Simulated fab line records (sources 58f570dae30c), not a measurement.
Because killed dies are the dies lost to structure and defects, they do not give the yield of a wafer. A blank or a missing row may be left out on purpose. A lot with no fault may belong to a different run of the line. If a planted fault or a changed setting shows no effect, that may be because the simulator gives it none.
The same fault as seen by 2 desks || flow berkeley-cmos170 || each desk holds nothing but its own numbers, with what lay behind them at the end

## THE METROLOGY DESK
What the gauges read, lot by lot, whatever tool the lot ran on: means of the sampled wafers that have a number. Any lot whose mean is over 4 standard deviations away from the usual mean is out of limits and marked OUT; that distance is given in the brackets.
Columns: A = M3_AL_RS at UCB170_M3_RS_MEAS_02, usual 0.0321 ohm/sq; B = M3_AL_THK at UCB170_M3_THK_MEAS_03, usual 916 nm
{"lot": "L443", "first seen here": "day 7 10:38", "A": 0.0317, "B": 929}
{"lot": "L444", "first seen here": "day 7 20:44", "A": 0.0327, "B": 893}
{"lot": "L448", "first seen here": "day 8 06:41", "A": 0.0326, "B": 906}
{"lot": "L446", "first seen here": "day 8 07:07", "A": 0.0320, "B": 922}
{"lot": "L450", "first seen here": "day 8 20:11", "A": 0.0322, "B": 909}
{"lot": "L449", "first seen here": "day 8 20:30", "A": 0.0321, "B": 912}
{"lot": "L453", "first seen here": "day 9 04:57", "A": 0.0325, "B": 908}
{"lot": "L455", "first seen here": "day 9 19:04", "A": 0.0319, "B": 926}
{"lot": "L454", "first seen here": "day 9 19:22", "A": 0.0326, "B": 893}
{"lot": "L460", "first seen here": "day 11 07:49", "A": 0.0321, "B": 918}
{"lot": "L459", "first seen here": "day 11 08:31", "A": 0.0311, "B": 942}
{"lot": "L465", "first seen here": "day 11 21:02", "A": 0.0314, "B": 939}
{"lot": "L466", "first seen here": "day 11 21:22", "A": 0.0322, "B": 919}
This desk's finding: nothing out of limits on any of the 13 lots.

## DESK OF THE TOOL OWNER: pvd-sputter-04
The tool's own readings at UCB170_M3_SPUTTER_01 (material Al, target thk 900 nm, time 120 s): means of the sampled wafers that have a number, for each lot that ran on this tool. Any lot whose mean is over 4 standard deviations away from the usual mean is out of limits and marked OUT; that distance is given in the brackets.
Columns: A = chamber-pressure-pa at UCB170_M3_SPUTTER_01, usual 0.5000 Pa; B = throttle-valve-pct at UCB170_M3_SPUTTER_01, usual 29.9 %
{"lot": "L444", "first seen here": "day 7 20:40", "A": 0.4999, "B": 30.5}
{"lot": "L448", "first seen here": "day 8 06:34", "A": 0.4982, "B": 29.6}
{"lot": "L450", "first seen here": "day 8 20:04", "A": 0.4996, "B": 30.4}
{"lot": "L453", "first seen here": "day 9 04:52", "A": 0.5000, "B": 30.5}
{"lot": "L459", "first seen here": "day 11 08:22", "A": "0.4381 (-62) OUT", "B": 32.7}
This desk's verdict: out of limits on L459, starting with L459 at day 11 08:22 (chamber-pressure-pa at UCB170_M3_SPUTTER_01). Within limits: L444, L448, L450, L453.

## BROUGHT TOGETHER
On L459, at day 11 08:22, an alarm was possible from the tool owner's desk.
From the metrology desk's view, nothing was out of limits.
The metrology desk has L459 on record, within its limits.
Of the lots named, all ran UCB170_M3_SPUTTER_01 on pvd-sputter-04.

## WHAT HAD BEEN PUT IN BY THE SIMULATOR
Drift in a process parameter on pvd-sputter-04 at UCB170_M3_SPUTTER_01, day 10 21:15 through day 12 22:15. A move of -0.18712 in setting chamber-pressure-pa, from 0.5. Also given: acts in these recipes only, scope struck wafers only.
Struck lots among those shown: L459.
Each desk's first reading out of limits, in hours after the fault started: the tool owner's desk, 11.
